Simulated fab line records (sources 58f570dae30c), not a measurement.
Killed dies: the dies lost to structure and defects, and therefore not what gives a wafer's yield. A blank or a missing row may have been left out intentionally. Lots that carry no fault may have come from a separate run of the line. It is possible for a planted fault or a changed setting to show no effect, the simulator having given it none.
A sampling plan put to the test / flow berkeley-cmos170 / one fab line, 36 faults that these records tell of, each judged on the records of the lots that it struck; 1 more is left out, because the records don't allow judging it
The plan consists of the line's own looks: route steps at which the wafer is read by a gauge or an inspection but not changed. A look can be judged if struck wafers have a number there and the file gives its usual mean and standard deviation on fault-free wafers. Caught: the struck wafers' mean, at a look after the fault's first step, is 4 or more of those standard deviations (sigma) away from the usual mean. On the tool: the identical test, applied to the tool's own readings at the steps of the fault. A different recipe on the struck wafers counts as caught too, as does a record blank only for those wafers.

## THE FAULTS, as the simulator had put them in
1. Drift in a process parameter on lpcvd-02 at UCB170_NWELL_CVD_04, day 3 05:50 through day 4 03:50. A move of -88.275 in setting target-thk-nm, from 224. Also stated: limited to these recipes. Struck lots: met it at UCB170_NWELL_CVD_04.
2. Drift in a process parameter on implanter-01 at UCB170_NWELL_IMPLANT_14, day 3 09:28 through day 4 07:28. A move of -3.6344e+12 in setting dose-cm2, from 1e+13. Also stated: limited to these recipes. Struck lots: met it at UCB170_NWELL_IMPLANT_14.
3. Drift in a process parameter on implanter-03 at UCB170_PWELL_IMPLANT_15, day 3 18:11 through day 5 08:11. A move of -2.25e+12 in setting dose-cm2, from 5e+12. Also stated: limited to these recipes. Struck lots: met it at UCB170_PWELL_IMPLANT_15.
4. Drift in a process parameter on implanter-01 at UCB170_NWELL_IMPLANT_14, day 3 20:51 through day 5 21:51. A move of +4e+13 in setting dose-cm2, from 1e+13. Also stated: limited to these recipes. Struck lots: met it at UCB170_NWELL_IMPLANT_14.
5. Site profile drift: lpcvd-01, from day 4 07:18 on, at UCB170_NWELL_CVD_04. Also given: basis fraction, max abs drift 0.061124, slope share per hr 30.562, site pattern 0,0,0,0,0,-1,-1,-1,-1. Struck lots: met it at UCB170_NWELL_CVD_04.
6. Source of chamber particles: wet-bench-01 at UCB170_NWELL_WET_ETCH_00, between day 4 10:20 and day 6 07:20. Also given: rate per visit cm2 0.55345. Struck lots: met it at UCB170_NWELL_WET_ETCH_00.
7. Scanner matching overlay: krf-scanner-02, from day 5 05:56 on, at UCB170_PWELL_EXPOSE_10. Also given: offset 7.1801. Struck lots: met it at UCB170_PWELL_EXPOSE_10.
8. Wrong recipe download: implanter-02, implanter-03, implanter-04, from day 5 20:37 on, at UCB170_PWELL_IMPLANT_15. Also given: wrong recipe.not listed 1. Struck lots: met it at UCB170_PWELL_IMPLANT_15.
9. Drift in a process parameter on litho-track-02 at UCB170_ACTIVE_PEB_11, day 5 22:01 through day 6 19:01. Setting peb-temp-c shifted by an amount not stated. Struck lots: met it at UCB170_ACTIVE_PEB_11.
10. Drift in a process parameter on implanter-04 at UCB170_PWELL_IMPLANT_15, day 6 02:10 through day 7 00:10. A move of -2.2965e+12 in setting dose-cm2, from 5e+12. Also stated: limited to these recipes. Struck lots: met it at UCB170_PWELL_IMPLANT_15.
11. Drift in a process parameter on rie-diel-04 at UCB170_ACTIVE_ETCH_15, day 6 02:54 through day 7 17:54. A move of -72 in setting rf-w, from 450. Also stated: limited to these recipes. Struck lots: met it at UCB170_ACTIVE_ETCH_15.
12. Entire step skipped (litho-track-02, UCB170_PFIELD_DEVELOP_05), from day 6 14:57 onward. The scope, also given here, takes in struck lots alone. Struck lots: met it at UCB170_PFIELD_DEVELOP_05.
13. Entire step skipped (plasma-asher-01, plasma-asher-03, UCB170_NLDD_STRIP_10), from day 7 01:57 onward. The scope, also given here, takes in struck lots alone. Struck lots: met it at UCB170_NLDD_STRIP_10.
14. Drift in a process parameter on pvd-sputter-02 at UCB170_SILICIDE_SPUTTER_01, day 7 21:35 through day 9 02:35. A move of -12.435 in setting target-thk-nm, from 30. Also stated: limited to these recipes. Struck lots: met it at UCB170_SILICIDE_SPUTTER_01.
15. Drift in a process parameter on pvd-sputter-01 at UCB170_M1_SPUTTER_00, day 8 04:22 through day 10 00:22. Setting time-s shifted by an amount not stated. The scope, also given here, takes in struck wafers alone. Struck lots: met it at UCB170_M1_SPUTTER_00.
16. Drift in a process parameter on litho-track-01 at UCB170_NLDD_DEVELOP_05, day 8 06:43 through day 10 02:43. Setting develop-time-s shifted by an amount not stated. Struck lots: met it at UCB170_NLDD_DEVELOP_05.
17. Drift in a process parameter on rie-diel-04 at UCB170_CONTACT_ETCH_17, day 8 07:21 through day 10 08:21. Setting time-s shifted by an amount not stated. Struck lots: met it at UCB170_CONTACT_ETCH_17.
18. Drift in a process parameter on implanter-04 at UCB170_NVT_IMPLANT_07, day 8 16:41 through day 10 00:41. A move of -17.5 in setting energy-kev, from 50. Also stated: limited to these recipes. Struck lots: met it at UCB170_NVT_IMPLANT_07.
19. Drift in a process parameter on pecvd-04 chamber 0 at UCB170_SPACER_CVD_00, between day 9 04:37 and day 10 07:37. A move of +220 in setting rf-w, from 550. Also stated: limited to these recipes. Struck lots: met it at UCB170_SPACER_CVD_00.
20. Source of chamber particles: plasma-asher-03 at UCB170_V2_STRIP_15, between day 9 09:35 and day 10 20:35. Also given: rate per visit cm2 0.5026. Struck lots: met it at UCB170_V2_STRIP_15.
21. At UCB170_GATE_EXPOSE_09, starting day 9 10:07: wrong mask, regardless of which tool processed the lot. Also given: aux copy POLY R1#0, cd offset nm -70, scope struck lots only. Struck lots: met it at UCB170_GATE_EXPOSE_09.
22. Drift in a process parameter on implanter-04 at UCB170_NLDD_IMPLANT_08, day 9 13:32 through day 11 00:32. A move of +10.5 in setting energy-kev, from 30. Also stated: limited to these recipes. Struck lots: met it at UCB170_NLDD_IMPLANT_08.
23. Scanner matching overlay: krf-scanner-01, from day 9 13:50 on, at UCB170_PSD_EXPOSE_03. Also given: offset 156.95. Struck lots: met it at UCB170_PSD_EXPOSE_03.
24. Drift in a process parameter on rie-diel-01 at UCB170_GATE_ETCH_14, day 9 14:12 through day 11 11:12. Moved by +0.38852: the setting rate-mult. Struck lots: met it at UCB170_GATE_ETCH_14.
25. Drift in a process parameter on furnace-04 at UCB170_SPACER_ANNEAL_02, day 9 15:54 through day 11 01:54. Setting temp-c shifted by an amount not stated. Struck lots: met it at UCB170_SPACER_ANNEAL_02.
26. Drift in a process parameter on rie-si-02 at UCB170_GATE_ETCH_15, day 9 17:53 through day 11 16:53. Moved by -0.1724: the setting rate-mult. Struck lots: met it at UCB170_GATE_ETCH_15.
27. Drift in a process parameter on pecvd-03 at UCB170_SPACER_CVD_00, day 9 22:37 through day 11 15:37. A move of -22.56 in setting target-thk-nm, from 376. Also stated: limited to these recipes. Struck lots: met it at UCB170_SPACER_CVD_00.
28. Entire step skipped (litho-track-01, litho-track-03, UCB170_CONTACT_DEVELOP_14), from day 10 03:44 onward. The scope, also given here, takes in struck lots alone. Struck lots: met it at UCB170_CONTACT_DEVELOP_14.
29. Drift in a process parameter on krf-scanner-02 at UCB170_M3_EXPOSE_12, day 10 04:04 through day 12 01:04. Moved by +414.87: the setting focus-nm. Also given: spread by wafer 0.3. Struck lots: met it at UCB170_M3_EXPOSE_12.
30. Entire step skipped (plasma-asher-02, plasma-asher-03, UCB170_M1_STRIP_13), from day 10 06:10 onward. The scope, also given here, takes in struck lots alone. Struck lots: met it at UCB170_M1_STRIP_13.
31. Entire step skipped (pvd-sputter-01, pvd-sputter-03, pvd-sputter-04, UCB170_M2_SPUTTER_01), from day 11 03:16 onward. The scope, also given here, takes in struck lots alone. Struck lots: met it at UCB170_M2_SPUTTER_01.
32. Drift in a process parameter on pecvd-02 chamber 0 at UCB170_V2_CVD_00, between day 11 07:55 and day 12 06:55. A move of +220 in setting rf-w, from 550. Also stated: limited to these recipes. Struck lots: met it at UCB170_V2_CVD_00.
33. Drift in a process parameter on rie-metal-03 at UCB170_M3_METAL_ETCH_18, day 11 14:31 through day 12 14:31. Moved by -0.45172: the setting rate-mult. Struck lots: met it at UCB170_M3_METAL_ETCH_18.
34. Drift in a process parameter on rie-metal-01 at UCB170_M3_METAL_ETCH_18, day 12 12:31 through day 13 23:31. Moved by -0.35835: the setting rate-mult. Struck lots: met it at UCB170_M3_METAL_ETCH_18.
35. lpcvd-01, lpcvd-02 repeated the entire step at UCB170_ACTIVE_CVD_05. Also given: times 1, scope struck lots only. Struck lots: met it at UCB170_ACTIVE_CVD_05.
36. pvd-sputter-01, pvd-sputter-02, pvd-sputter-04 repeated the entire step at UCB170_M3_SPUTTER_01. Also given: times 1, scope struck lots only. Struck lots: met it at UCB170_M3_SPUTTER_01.

## WHAT THE PLAN SAW
fault=1; on the tool itself=no reading that can be judged; first look that catches it=UCB170_NWELL_THK_MEAS_05; reading, sigma=NWELL_NITRIDE_THK -47; median hours from its first step to that look=2.9; hours from the fault's start to the first struck lot there=10; judged looks passed uncaught=0
fault=2; on the tool itself=dose-ions-cm2 -99 or beyond sigma; first look that catches it=UCB170_NWELL_TW_MEAS_16; reading, sigma=NWELL_TW -16; median hours from its first step to that look=0.2; hours from the fault's start to the first struck lot there=8; judged looks passed uncaught=0
fault=3; on the tool itself=dose-ions-cm2 -99 or beyond sigma; first look that catches it=UCB170_PWELL_TW_MEAS_17; reading, sigma=PWELL_TW -17; median hours from its first step to that look=0.2; hours from the fault's start to the first struck lot there=0; judged looks passed uncaught=0
fault=4; on the tool itself=dose-ions-cm2 +99 or beyond sigma; first look that catches it=UCB170_NWELL_TW_MEAS_16; reading, sigma=NWELL_TW +76; median hours from its first step to that look=0.2; hours from the fault's start to the first struck lot there=4; judged looks passed uncaught=0
fault=5; on the tool itself=under 2 sigma; first look that catches it=none of the 2 looks that can be judged after it; reading, sigma=strongest: NWELL_NITRIDE_THK at UCB170_NWELL_THK_MEAS_05, -3.5; median hours from its first step to that look=-; hours from the fault's start to the first struck lot there=-; judged looks passed uncaught=2
fault=6; on the tool itself=no reading that can be judged; first look that catches it=not the one look that can be judged after it; reading, sigma=-; median hours from its first step to that look=-; hours from the fault's start to the first struck lot there=-; judged looks passed uncaught=1
fault=7; on the tool itself=under 2 sigma; first look that catches it=no look after it can be judged; reading, sigma=-; median hours from its first step to that look=-; hours from the fault's start to the first struck lot there=-; judged looks passed uncaught=0
fault=8; on the tool itself=no reading that can be judged; first look that catches it=UCB170_PWELL_TW_MEAS_17; reading, sigma=PWELL_TW +99 or beyond; median hours from its first step to that look=0.2; hours from the fault's start to the first struck lot there=0; judged looks passed uncaught=0
fault=9; on the tool itself=heater-power-total-W +64 sigma; first look that catches it=UCB170_ACTIVE_CD_MEAS_13; reading, sigma=cd-nm -17; median hours from its first step to that look=0.3; hours from the fault's start to the first struck lot there=0; judged looks passed uncaught=0
fault=10; on the tool itself=dose-ions-cm2 -99 or beyond sigma; first look that catches it=UCB170_PWELL_TW_MEAS_17; reading, sigma=PWELL_TW -18; median hours from its first step to that look=0.2; hours from the fault's start to the first struck lot there=2; judged looks passed uncaught=0
fault=11; on the tool itself=rf-fwd-power-W -45 sigma; first look that catches it=none of the 2 looks that can be judged after it; reading, sigma=-; median hours from its first step to that look=-; hours from the fault's start to the first struck lot there=-; judged looks passed uncaught=2
fault=12; on the tool itself=no reading that can be judged; first look that catches it=no look after it can be judged; reading, sigma=-; median hours from its first step to that look=-; hours from the fault's start to the first struck lot there=-; judged looks passed uncaught=0
fault=13; on the tool itself=the tool's record is blank for the struck wafers; first look that catches it=UCB170_PSD_TW_MEAS_10; reading, sigma=PSD_TW -99 or beyond; median hours from its first step to that look=7.6; hours from the fault's start to the first struck lot there=11; judged looks passed uncaught=0
fault=14; on the tool itself=under 2 sigma; first look that catches it=UCB170_SILICIDE_RS_MEAS_02; reading, sigma=SILICIDE_TI_RS +81; median hours from its first step to that look=0.1; hours from the fault's start to the first struck lot there=14; judged looks passed uncaught=0
fault=15; on the tool itself=under 2 sigma; first look that catches it=UCB170_M1_RS_MEAS_01; reading, sigma=M1_AL_RS -24; median hours from its first step to that look=0.1; hours from the fault's start to the first struck lot there=12; judged looks passed uncaught=0
fault=16; on the tool itself=no reading that can be judged; first look that catches it=UCB170_NLDD_CD_MEAS_06; reading, sigma=cd-nm -13; median hours from its first step to that look=0.8; hours from the fault's start to the first struck lot there=7; judged looks passed uncaught=0
fault=17; on the tool itself=under 2 sigma; first look that catches it=not the one look that can be judged after it; reading, sigma=strongest: cd-nm at UCB170_CONTACT_CD_MEAS_90, -2.9; median hours from its first step to that look=-; hours from the fault's start to the first struck lot there=-; judged looks passed uncaught=1
fault=18; on the tool itself=beam-energy-keV -99 or beyond sigma; first look that catches it=UCB170_NVT_TW_MEAS_09; reading, sigma=NVT_TW -9.9; median hours from its first step to that look=0.2; hours from the fault's start to the first struck lot there=8; judged looks passed uncaught=0
fault=19; on the tool itself=rf-fwd-power-W +99 or beyond sigma; first look that catches it=UCB170_SPACER_THK_MEAS_01; reading, sigma=SPACER_TEOS_THK +10; median hours from its first step to that look=0.1; hours from the fault's start to the first struck lot there=14; judged looks passed uncaught=0
fault=20; on the tool itself=under 2 sigma; first look that catches it=no look after it can be judged; reading, sigma=-; median hours from its first step to that look=-; hours from the fault's start to the first struck lot there=-; judged looks passed uncaught=0
fault=21; on the tool itself=under 2 sigma; first look that catches it=UCB170_GATE_CD_MEAS_12; reading, sigma=cd-nm -50; median hours from its first step to that look=0.4; hours from the fault's start to the first struck lot there=0; judged looks passed uncaught=0
fault=22; on the tool itself=beam-energy-keV +99 or beyond sigma; first look that catches it=UCB170_NLDD_TW_MEAS_11; reading, sigma=NLDD_TW +5.8; median hours from its first step to that look=0.4; hours from the fault's start to the first struck lot there=5; judged looks passed uncaught=0
fault=23; on the tool itself=under 2 sigma; first look that catches it=UCB170_PSD_OVL_MEAS_07; reading, sigma=PSD_OVL +29; median hours from its first step to that look=0.8; hours from the fault's start to the first struck lot there=4; judged looks passed uncaught=0
fault=24; on the tool itself=oes-product-au +14 sigma; first look that catches it=no look after it can be judged; reading, sigma=-; median hours from its first step to that look=-; hours from the fault's start to the first struck lot there=-; judged looks passed uncaught=0
fault=25; on the tool itself=tube-center-temp-C +99 or beyond sigma; first look that catches it=UCB170_SDANNEAL_RS_MEAS_04; reading, sigma=PLDD_RS -54; median hours from its first step to that look=11.1; hours from the fault's start to the first struck lot there=18; judged looks passed uncaught=1
fault=26; on the tool itself=under 2 sigma; first look that catches it=no look after it can be judged; reading, sigma=-; median hours from its first step to that look=-; hours from the fault's start to the first struck lot there=-; judged looks passed uncaught=0
fault=27; on the tool itself=under 2 sigma; first look that catches it=UCB170_SPACER_THK_MEAS_01; reading, sigma=SPACER_TEOS_THK -4.5; median hours from its first step to that look=0.0; hours from the fault's start to the first struck lot there=0; judged looks passed uncaught=0
fault=28; on the tool itself=no reading that can be judged; first look that catches it=no look after it can be judged; reading, sigma=-; median hours from its first step to that look=-; hours from the fault's start to the first struck lot there=-; judged looks passed uncaught=0
fault=29; on the tool itself=exposure-dose-mJ-cm2 -20 sigma; first look that catches it=UCB170_M3_CD_MEAS_15; reading, sigma=cd-nm -5.7; median hours from its first step to that look=0.9; hours from the fault's start to the first struck lot there=34; judged looks passed uncaught=0
fault=30; on the tool itself=no reading that can be judged; first look that catches it=not the one look that can be judged after it; reading, sigma=-; median hours from its first step to that look=-; hours from the fault's start to the first struck lot there=-; judged looks passed uncaught=1
fault=31; on the tool itself=the tool's record is blank for the struck wafers; first look that catches it=no look after it can be judged; reading, sigma=-; median hours from its first step to that look=-; hours from the fault's start to the first struck lot there=-; judged looks passed uncaught=0
fault=32; on the tool itself=rf-fwd-power-W +99 or beyond sigma; first look that catches it=UCB170_V2_THK_MEAS_01; reading, sigma=V2_TEOS_THK +10; median hours from its first step to that look=0.2; hours from the fault's start to the first struck lot there=0; judged looks passed uncaught=0
fault=33; on the tool itself=oes-product-au -14 sigma; first look that catches it=UCB170_M3_CD_MEAS_90; reading, sigma=cd-nm +7.3; median hours from its first step to that look=0.3; hours from the fault's start to the first struck lot there=1; judged looks passed uncaught=0
fault=34; on the tool itself=oes-product-au -10 sigma; first look that catches it=UCB170_M3_CD_MEAS_90; reading, sigma=cd-nm +6.1; median hours from its first step to that look=0.3; hours from the fault's start to the first struck lot there=1; judged looks passed uncaught=0
fault=35; on the tool itself=no reading that can be judged; first look that catches it=UCB170_ACTIVE_THK_MEAS_06; reading, sigma=ACTIVE_NITRIDE_THK +99 or beyond; median hours from its first step to that look=4.5; hours from the fault's start to the first struck lot there=-; judged looks passed uncaught=0
fault=36; on the tool itself=under 2 sigma; first look that catches it=UCB170_M3_RS_MEAS_02; reading, sigma=M3_AL_RS -56; median hours from its first step to that look=0.3; hours from the fault's start to the first struck lot there=-; judged looks passed uncaught=0
A dash: this means the fault isn't caught or the number doesn't appear in these records.

Caught at a look: 24 of 36. Caught on the tool: 17 of 36. By one or the other: 27 of 36.
On the tool alone, faults 11, 24, 31 were caught.
Caught at a look alone: faults 1, 8, 14, 15, 16, 21, 23, 27, 35, 36.
Caught by neither: faults 5, 6, 7, 12, 17, 20, 26, 28, 30.

## THINNER SAMPLING
Were the look that catches a fault to measure just every second or every third lot (counted by lot number), the first struck lot would, at worst, be measured this late:
fault=1; struck lots at that look, in order of time=L842, L843; every lot=10 h; every second lot=13 h; every third lot=may miss all 2
fault=2; struck lots at that look, in order of time=L139, L142; every lot=8 h; every second lot=16 h; every third lot=may miss all 2
fault=3; struck lots at that look, in order of time=L320, L319, L325; every lot=0 h; every second lot=0 h; every third lot=may miss all 3
fault=4; struck lots at that look, in order of time=L605, L606; every lot=4 h; every second lot=14 h; every third lot=may miss all 2
fault=8; struck lots at that look, in order of time=L605, L607, L608, L609; every lot=0 h; every second lot=8 h; every third lot=18 h
fault=9; struck lots at that look, in order of time=L926, L925; every lot=0 h; every second lot=0 h; every third lot=may miss all 2
fault=10; struck lots at that look, in order of time=L842, L843; every lot=2 h; every second lot=13 h; every third lot=may miss all 2
fault=13; struck lots at that look, in order of time=L303, L304, L306; every lot=11 h; every second lot=23 h; every third lot=may miss all 3
fault=14; struck lots at that look, in order of time=L569, L570; every lot=14 h; every second lot=18 h; every third lot=may miss all 2
fault=15; struck lots at that look, in order of time=L526, L529; every lot=12 h; every second lot=42 h; every third lot=may miss all 2
fault=16; struck lots at that look, in order of time=L226, L228; every lot=7 h; every second lot=may miss all 2; every third lot=may miss all 2
fault=18; struck lots at that look, in order of time=L772, L773; every lot=8 h; every second lot=12 h; every third lot=may miss all 2
fault=19; struck lots at that look, in order of time=L303; every lot=14 h; every second lot=may miss it; every third lot=may miss it
fault=21; struck lots at that look, in order of time=L201; every lot=0 h; every second lot=may miss it; every third lot=may miss it
fault=22; struck lots at that look, in order of time=L516, L518; every lot=5 h; every second lot=may miss all 2; every third lot=may miss all 2
fault=23; struck lots at that look, in order of time=L220, L222, L226, L227; every lot=4 h; every second lot=41 h; every third lot=41 h
fault=25; struck lots at that look, in order of time=L950, L952, L949, L951; every lot=18 h; every second lot=18 h; every third lot=18 h
fault=27; struck lots at that look, in order of time=L829, L831; every lot=0 h; every second lot=may miss all 2; every third lot=may miss all 2
fault=29; struck lots at that look, in order of time=L597; every lot=34 h; every second lot=may miss it; every third lot=may miss it
fault=32; struck lots at that look, in order of time=L659, L663; every lot=0 h; every second lot=may miss all 2; every third lot=may miss all 2
fault=33; struck lots at that look, in order of time=L714, L715; every lot=1 h; every second lot=22 h; every third lot=may miss all 2
fault=34; struck lots at that look, in order of time=L525, L527; every lot=1 h; every second lot=may miss all 2; every third lot=may miss all 2
The hour figures run from when the fault began to the first measured lot among those it struck. The limit of 4 sigma was tested on all struck wafers together, so one lot alone may lie under it. Other struck lots may not be in these records.

## THE LONGEST TIMED WAY FROM STEP TO LOOK
For fault 25, UCB170_SPACER_ANNEAL_02 and UCB170_SDANNEAL_RS_MEAS_04 are separated by a median of 11.1 hours. The look between them that can be judged stayed within 4 sigma: UCB170_NSD_CD_MEAS_06.
